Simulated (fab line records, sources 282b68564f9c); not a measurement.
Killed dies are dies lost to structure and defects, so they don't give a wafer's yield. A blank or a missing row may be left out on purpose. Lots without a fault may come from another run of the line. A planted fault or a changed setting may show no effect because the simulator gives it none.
A struck lot beside a sound one | flow rit_cmos | 16 steps out of a route of 202
Sound: wafers L803.3, L803.5, L803.6. Struck: wafers L817.2, L817.4, L817.5. The cause comes at the end.
At each step with rows: each side's tool, then ch and its chambers, then its first start. Under that, the readings that differ: sound wafers | struck wafers | difference of the means | sigmas: that difference in standard deviations of wafers without a fault.
alike: readings whose means differ by less than 2 such deviations, and words and numbers that are the same on both sides. not compared: withheld readings, readings that some wafer has no value for, bounds like >300 that may hide the same value, and numbers for which the record gives no deviation and whose values overlap.
The two part at a step that has a row with sigmas, a row that says differs or no value, or rows on one side only. Numbers that don't overlap but have no deviation are shown without sigmas and don't part them. A reading that every wafer of one side lacks parts them only if that side has two wafers or more.

RIT_SILICIDE_RTA_06: time 10 s, ramp up 5 s, ramp down 10 s.
  sound on rtp_anneal-01 ch 0, day 4 00:31; struck on rtp_anneal-01 ch 0, day 6 20:03
  reading          | sound             | struck            | difference | sigmas
  wafer_temp_C_max | 754.0 756.6 754.7 | 753.2 753.4 754.0 | -1.6       | -2
RIT_CONTACT_CVD_00: deposits SiO2 from TEOS, target thk 400 nm, time 61 s.
  sound on pecvd-04 ch 1,2, day 4 00:34; struck on pecvd-03 ch 1,2, day 6 20:07
  alike: heater_power_w
  not compared: since_wet_clean_h
RIT_CONTACT_THK_MEAS_01:
  sound on film_metro-01, day 4 00:38; struck on film_metro-04, day 6 20:10
  reading               | sound       | struck      | difference | sigmas
  CONTACT_TEOS_THK (nm) | 406 410 412 | 386 390 399 | -18        | -3
then, 6 steps without rows for these wafers: RIT_CONTACT_HMDS_02 (prime time 60 s); RIT_CONTACT_COAT_03 (resist thk 1000 nm); RIT_CONTACT_SOFTBAKE_04 (time 60 s); RIT_CONTACT_EXPOSE_05 (exposes mask M11, target cd 1000 nm); RIT_CONTACT_PEB_06; RIT_CONTACT_DEVELOP_07 (develop time 120 s).
RIT_CONTACT_CD_MEAS_08: target cd 1000 nm.
  sound on cd_sem-01, day 4 01:41; struck on cd_sem-01, day 6 21:12
  alike: cd_nm
RIT_CONTACT_OVL_MEAS_09:
  sound on overlay-02, day 4 01:47; struck on overlay-02, day 6 21:19
  alike: CONTACT_OVL
then, 1 step without rows for these wafers: RIT_CONTACT_HARDBAKE_10 (time 60 s).
RIT_CONTACT_ETCH_11: etches SiO2 in CHF3/CF4/Ar, stops on TiSi2, target depth 480 nm, time 320 s.
  sound on rie_diel-03 ch 1,2, day 4 01:57; struck on rie_diel-01 ch 1,2,3, day 6 21:29
  no value came back on the struck wafers for any of 6 readings (CHF3_flow_sccm (sccm), O2_flow_sccm (sccm) and others); on the sound wafers CHF3_flow_sccm (sccm) reads 50.17 50.03 50.11
  reading                                      | sound             | struck            | difference | sigmas
  model.NOVOLAK_of_CONTACT_COAT_03.thk_nm (nm) | 772.6 772.1 770.2 | 883.2 883.7 886.9 | +113.0     |
  not compared: rf_hours_counter_h
RIT_CONTACT_STRIP_12: strips in O2, time 180 s.
  sound on plasma_asher-01 ch 0,1, day 4 02:13; struck on plasma_asher-04 ch 0,1, day 6 21:41
  alike: drypump_motor_current_A
  not compared: rf_hours_counter_h
RIT_CONTACT_CD_MEAS_90: target cd 1000 nm.
  sound on cd_sem-02, day 4 02:22; struck on cd_sem-02, day 6 21:53
  reading    | sound             | struck | difference                    | sigmas
  cd_nm (nm) | 999.7 999.4 999.0 | - - -  | no value on the struck wafers |
then, 1 step without rows for these wafers: RIT_CONTACT_CLEAN_13 (cleans in SC1, time 600 s).

WHERE THEY PART
First at RIT_SILICIDE_RTA_06; last, within this record, at RIT_CONTACT_CD_MEAS_90.

WHY: what the simulator had put in
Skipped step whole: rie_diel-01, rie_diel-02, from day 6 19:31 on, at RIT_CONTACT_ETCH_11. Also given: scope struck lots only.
